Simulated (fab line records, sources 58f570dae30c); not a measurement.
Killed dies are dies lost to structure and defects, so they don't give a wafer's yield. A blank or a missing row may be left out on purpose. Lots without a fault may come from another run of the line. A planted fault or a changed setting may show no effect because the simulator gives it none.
Which tool did it? | flow berkeley_cmos170 | 14 lots, 42 wafers sampled, at 6 steps of a route of 331

WHAT THE GAUGES READ, wafer by wafer
UCB170_NWELL_THK_MEAS_02.
lot  | measured    | on            | NWELL_OXIDE_THK (nm)
L465 | day 2 07:01 | film_metro-03 | 26.9 26.6 26.4
L469 | day 2 22:29 | film_metro-02 | 26.7 27.1 27.0
L468 | day 2 22:28 | film_metro-04 | 26.5 26.6 26.5
L471 | day 3 05:43 | film_metro-04 | 26.6 26.8 26.7
L470 | day 3 05:43 | film_metro-03 | 26.9 26.7 27.0
L473 | day 3 22:35 | film_metro-03 | 26.4 26.8 26.4
L475 | day 4 09:35 | film_metro-03 | 25.9 25.8 26.0
L474 | day 4 09:35 | film_metro-02 | 26.6 26.6 27.1
L476 | day 4 18:02 | film_metro-03 | 27.5 27.3 27.4
L477 | day 4 18:04 | film_metro-04 | 27.0 27.1 27.3
L479 | day 4 21:52 | film_metro-04 | 27.1 26.9 26.7
L478 | day 4 21:52 | film_metro-03 | 27.0 27.4 27.3
L480 | day 5 07:41 | film_metro-02 | 25.9 26.3 26.2
L481 | day 5 07:43 | film_metro-03 | 26.4 26.4 26.7

UCB170_PWELL_THK_MEAS_06.
lot  | measured    | on            | PWELL_NITRIDE_THK (nm)
L465 | day 3 11:34 | film_metro-02 | 217.7 219.7 220.1
L469 | day 4 11:21 | film_metro-01 | 221.5 221.1 222.3
L468 | day 4 11:20 | film_metro-03 | 220.2 220.0 221.7
L471 | day 4 11:20 | film_metro-02 | 222.3 223.7 223.2
L470 | day 4 11:23 | film_metro-03 | 215.8 214.9 215.4
L473 | day 5 10:44 | film_metro-01 | 217.7 219.8 219.2
L475 | day 5 19:54 | film_metro-02 | 221.6 222.2 219.3
L474 | day 5 19:55 | film_metro-03 | 220.4 217.8 219.5
L476 | day 5 19:58 | film_metro-01 | 217.6 219.2 218.3
L477 | day 5 19:56 | film_metro-01 | 222.5 221.8 221.6
L479 | day 5 23:20 | film_metro-01 | 220.1 219.4 220.3
L478 | day 5 23:20 | film_metro-02 | 218.0 220.1 220.7
L480 | day 6 04:45 | film_metro-03 | 163.1 162.2 161.8 163.1 162.2 161.7
L481 | day 6 04:47 | film_metro-01 | 161.0 160.0 160.6 161.1 160.1 160.7

UCB170_ACTIVE_CD_MEAS_90: target cd 1200 nm.
lot  | measured    | on        | cd_nm (nm)
L465 | day 5 10:00 | cd_sem-01 | 1202.3 1203.2 1202.1
L469 | day 6 02:08 | cd_sem-02 | 1202.1 1204.1 1202.7
L468 | day 6 01:52 | cd_sem-01 | 1201.3 1201.0 1201.5
L471 | day 6 01:59 | cd_sem-01 | 1199.9 1200.4 1199.6
L470 | day 6 02:16 | cd_sem-01 | 1198.7 1198.9 1199.2
L473 | day 6 20:17 | cd_sem-01 | 1201.8 1200.0 1201.0
L475 | day 7 05:48 | cd_sem-02 | 1198.4 1199.6 1199.6
L474 | day 7 06:22 | cd_sem-01 | 1200.4 1201.6 1200.6
L476 | day 7 07:14 | cd_sem-02 | 1200.8 1199.2 1201.1
L477 | day 7 06:53 | cd_sem-01 | 1198.9 1198.6 1198.8
L479 | day 7 06:06 | cd_sem-02 | 1200.8 1198.4 1198.5
L478 | day 7 07:05 | cd_sem-01 | 1201.0 1201.7 1201.6
L480 | day 7 17:23 | cd_sem-02 | 1199.5 1201.5 1200.3
L481 | day 7 17:34 | cd_sem-02 | 1200.7 1199.9 1200.0

WHICH TOOL RAN EACH LOT (tool, then ch and the chambers of the sampled wafers, then the start)
lot  | UCB170_ZERO_ETCH_06               | UCB170_PWELL_CVD_05        | UCB170_PWELL_ETCH_14
L465 | rie_diel-03 ch 0,3, day 1 23:50   | lpcvd-02 ch 0, day 3 09:37 | rie_diel-03 ch 0,2,3, day 3 12:52
L469 | rie_diel-04 ch 0,3, day 2 15:14   | lpcvd-01 ch 1, day 4 09:25 | rie_diel-01 ch 0,1,3, day 4 12:47
L468 | rie_diel-03 ch 2,3, day 2 15:30   | lpcvd-01 ch 0, day 4 09:25 | rie_diel-03 ch 0,2, day 4 12:53
L471 | rie_diel-02 ch 0,1,2, day 3 00:55 | lpcvd-01 ch 1, day 4 09:25 | rie_diel-03 ch 1,2,3, day 4 13:01
L470 | rie_diel-03 ch 0,1,2, day 3 01:50 | lpcvd-01 ch 0, day 4 09:25 | rie_diel-02 ch 0,1,2, day 4 13:26
L473 | rie_diel-03 ch 1,3, day 3 11:58   | lpcvd-02 ch 1, day 5 07:51 | rie_diel-01 ch 1,2, day 5 12:09
L475 | rie_diel-03 ch 0,3, day 4 02:07   | lpcvd-02 ch 0, day 5 17:02 | rie_diel-01 ch 0,1,3, day 5 22:03
L474 | rie_diel-02 ch 2,3, day 4 02:24   | lpcvd-02 ch 0, day 5 17:02 | rie_diel-03 ch 2,3, day 5 21:55
L476 | rie_diel-03 ch 0,2, day 4 12:43   | lpcvd-02 ch 1, day 5 17:02 | rie_diel-02 ch 0,1, day 5 22:20
L477 | rie_diel-04 ch 0,3, day 4 13:07   | lpcvd-02 ch 1, day 5 17:02 | rie_diel-02 ch 0,1, day 5 21:22
L479 | rie_diel-03 ch 0,3, day 4 17:25   | lpcvd-01 ch 0, day 5 21:25 | rie_diel-02 ch 0,1, day 6 01:49
L478 | rie_diel-04 ch 0,2, day 4 17:45   | lpcvd-01 ch 0, day 5 21:25 | rie_diel-01 ch 0,1,3, day 6 02:03
L480 | rie_diel-02 ch 1,2,3, day 5 00:22 | lpcvd-01 ch 1, day 6 02:50 | rie_diel-03 ch 0,1,2, day 6 08:48
L481 | rie_diel-02 ch 0,3, day 5 05:41   | lpcvd-01 ch 1, day 6 02:50 | rie_diel-02 ch 1,2,3, day 6 09:46
- UCB170_ZERO_ETCH_06: etches SiO2 in CHF3/CF4/Ar, time 12 s.
- UCB170_PWELL_CVD_05: deposits Si3N4 from SiH2Cl2/NH3, target thk 220 nm, time 3300 s.
- UCB170_PWELL_ETCH_14: etches Si3N4 in CH3F/Ar/O2, stops on SiO2, target depth 242 nm, time 151 s.

WHAT THE TOOLS THEMSELVES READ (means of the sampled wafers that have a number; where no wafer has one, the mark that the record gives instead)
UCB170_ZERO_ETCH_06.
lot  | tool        | drypump_motor_current_A (A) | mfc_ar_sccm (sccm) | oes_product_au (a.u.) | throttle_valve_pct (%)
L465 | rie_diel-03 | 5.3                         | 120.2              | 0.627                 | 9.21
L469 | rie_diel-04 | 5.1                         | 120.2              | 0.614                 | 9.22
L468 | rie_diel-03 | 5.3                         | 120.1              | 0.623                 | 9.25
L471 | rie_diel-02 | 5.6                         | 120.0              | 0.612                 | 9.21
L470 | rie_diel-03 | 5.5                         | 120.2              | 0.621                 | 9.28
L473 | rie_diel-03 | 5.4                         | 119.9              | 0.621                 | 9.32
L475 | rie_diel-03 | 5.3                         | 120.2              | 0.628                 | 9.25
L474 | rie_diel-02 | 5.5                         | 119.8              | 0.626                 | 9.34
L476 | rie_diel-03 | 5.3                         | 120.4              | 0.623                 | 9.22
L477 | rie_diel-04 | 5.1                         | 120.0              | 0.618                 | 9.22
L479 | rie_diel-03 | 5.3                         | 119.8              | 0.629                 | 9.24
L478 | rie_diel-04 | 5.4                         | 120.5              | 0.613                 | 9.21
L480 | rie_diel-02 | 5.7                         | 119.9              | 0.616                 | 9.32
L481 | rie_diel-02 | 6.1                         | 120.0              | 0.614                 | 9.28

UCB170_PWELL_CVD_05.
lot  | tool     | nh3_flow_sccm (sccm)
L465 | lpcvd-02 | 74.94
L469 | lpcvd-01 | 75.12
L468 | lpcvd-01 | 75.07
L471 | lpcvd-01 | 74.98
L470 | lpcvd-01 | 75.31
L473 | lpcvd-02 | 74.95
L475 | lpcvd-02 | 74.76
L474 | lpcvd-02 | 75.40
L476 | lpcvd-02 | 74.97
L477 | lpcvd-02 | 74.99
L479 | lpcvd-01 | 75.03
L478 | lpcvd-01 | 75.22
L480 | lpcvd-01 | 75.27
L481 | lpcvd-01 | 74.68

UCB170_PWELL_ETCH_14.
lot  | tool        | drypump_motor_current_A (A) | mfc_ar_sccm (sccm) | oes_product_au (a.u.) | throttle_valve_pct (%)
L465 | rie_diel-03 | 5.3                         | 50.06              | 0.951                 | 8.07
L469 | rie_diel-01 | 5.4                         | 49.96              | 0.937                 | 8.11
L468 | rie_diel-03 | 5.3                         | 50.16              | 0.945                 | 8.04
L471 | rie_diel-03 | 5.5                         | 50.02              | 0.950                 | 8.14
L470 | rie_diel-02 | 5.6                         | 49.95              | 0.920                 | 8.06
L473 | rie_diel-01 | 5.6                         | 49.83              | 0.954                 | 8.07
L475 | rie_diel-01 | 5.4                         | 50.06              | 0.944                 | 8.09
L474 | rie_diel-03 | 5.3                         | 49.98              | 0.941                 | 8.08
L476 | rie_diel-02 | 5.9                         | 49.99              | 0.915                 | 7.98
L477 | rie_diel-02 | 5.8                         | 49.94              | 0.933                 | 8.04
L479 | rie_diel-02 | 5.9                         | 49.67              | 0.919                 | 7.96
L478 | rie_diel-01 | 5.4                         | 50.04              | 0.935                 | 8.09
L480 | rie_diel-03 | 5.5                         | 50.08              | 0.797                 | 8.10
L481 | rie_diel-02 | 5.7                         | 49.95              | 0.788                 | 8.14

THE ANSWER, worked out from the rows above alone
Rule: what is usual is taken from the lots themselves. Put in order of their means at a reading, lots are off if they are a third of the lots or fewer, leave a main group of 4 or more, and stand apart from it by a gap of 3 or more times the standard deviation of the main group's means; of several such gaps the widest counts. A main group whose means are all the same, to the digits that the tables above print for the reading, isn't used. A lot without any number at a reading at which 4 lots or more have one is off too. The other lots that the step has rows for count as sound. The gauges are gone through in route order, then the tools' own readings, and for those a lot's mean is taken as printed above. The first step at which some lot is off is used, and at that step the reading that is off furthest; a lot without a number counts as furthest.
Off: L480, L481, at UCB170_PWELL_THK_MEAS_06 (PWELL_NITRIDE_THK). The main group: mean 219.9 nm, standard deviation 1.9.
A tool fits if, at a process step before that reading, it ran every lot that is off, and no sound lot after the first of them. The gauges at UCB170_PWELL_THK_MEAS_06 aren't tried: what is off there is off at UCB170_PWELL_ETCH_14 too, on other tools, and a gauge's error can't cause that. Can't be told from this: 2 tools fit, rie_diel-02 at UCB170_ZERO_ETCH_06, lpcvd-01 at UCB170_PWELL_CVD_05.

WHAT THE SIMULATOR HAD PUT IN
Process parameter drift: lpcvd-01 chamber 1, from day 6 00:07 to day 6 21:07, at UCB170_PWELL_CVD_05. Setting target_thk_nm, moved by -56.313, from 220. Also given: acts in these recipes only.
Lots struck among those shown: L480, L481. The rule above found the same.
